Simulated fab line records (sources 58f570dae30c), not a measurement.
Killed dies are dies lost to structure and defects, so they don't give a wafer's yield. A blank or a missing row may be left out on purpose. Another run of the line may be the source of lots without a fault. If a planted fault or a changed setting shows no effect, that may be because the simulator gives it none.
8D (eight disciplines) problem report, filled in by code -- flow berkeleyCmos170 -- the parts of the form that need people (team, actions taken, sign-off) are left out

== 1. THE PROBLEM ==
Mean SCREENOX_OXIDE_THK at UCB170_SCREENOX_THK_MEAS_02: 22.12 nm over 6 wafers in 2 lots; fault-free wafers: 14.39 nm, standard deviation 0.27. Relative to the usual mean, that is a shift of +29 standard deviations.
Earliest sighting: wafer L978.1 on filmMetro-01 at day 8 12:38. The record has a number at this step for 42 wafers belonging to 14 lots. Rule for "out", or "out of limits": more than 4 standard deviations from the usual mean. Any other wafer with a number is counted as sound.

== 2. WHAT THIS IS AND IS NOT ==
question,is,is not
which readings at this step,SCREENOX_OXIDE_THK,-
which lots,"L977, L978","L966, L967, L968, L969, L970, L972, L973, L974, L981, L986, L988, L989"
which wafers of those lots,all that have a number,-
read on which gauges,"filmMetro-01, filmMetro-03",filmMetro-02
when,from day 8 12:38,"up to then (24 sound wafers); but 12 sound wafers of L981, L986, L988, L989 came after"

== 3. SUSPECTS, AND WHAT RULES EACH OUT ==
Counting: a tool at a process step up to the reading stays a suspect if it ran every lot that is out and no sound lot after the first of them.
- the gauge at UCB170_SCREENOX_THK_MEAS_02 is ruled out. Those wafers that are out were read across 2 gauges (filmMetro-01, filmMetro-03).
- furnace-04 at UCB170_SCREENOX_OXIDATION_01 (target thk 14.4 nm, ox time 2400 s): kept. It processed each lot that is out, first L977 at day 8 10:58, and no sound lot thereafter; up to then, the last sound lot it processed was L969 at day 7 14:28.
After counting, what remains is furnace-04 at UCB170_SCREENOX_OXIDATION_01.

== 4. THE CAUSE (what the simulator had put in) ==
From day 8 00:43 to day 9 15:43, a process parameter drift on furnace-04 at UCB170_SCREENOX_OXIDATION_01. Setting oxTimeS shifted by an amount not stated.
Counting left only this tool.

== 5. THE EFFECT CHAIN, in route order ==
Each row: a reading where the mean over the struck wafers with a number is more than 3 standard deviations away from the usual. Only readings for which the record gives a usual standard deviation are gone through. hours: the time from each lot's start at the first step in this table that gives one to its start at this step, as a median over the lots. sigmas: the change in usual standard deviations.
hours,step,reading,usual,on struck wafers,change,sigmas
0,UCB170_SCREENOX_THK_MEAS_02,SCREENOX_OXIDE_THK,14.39 nm,22.12,+7.73,+29

== 6. HOW IT WOULD HAVE BEEN CAUGHT EARLIER ==
In this record the first reading out of limits at a measuring or inspecting step was taken at day 8 12:38, 12 hours after the fault began at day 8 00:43.
By day 8 12:38 the whole set of lots that are out, 2 in number, had already begun UCB170_SCREENOX_OXIDATION_01 on furnace-04. Holding the tool at that point would not have protected any of them.
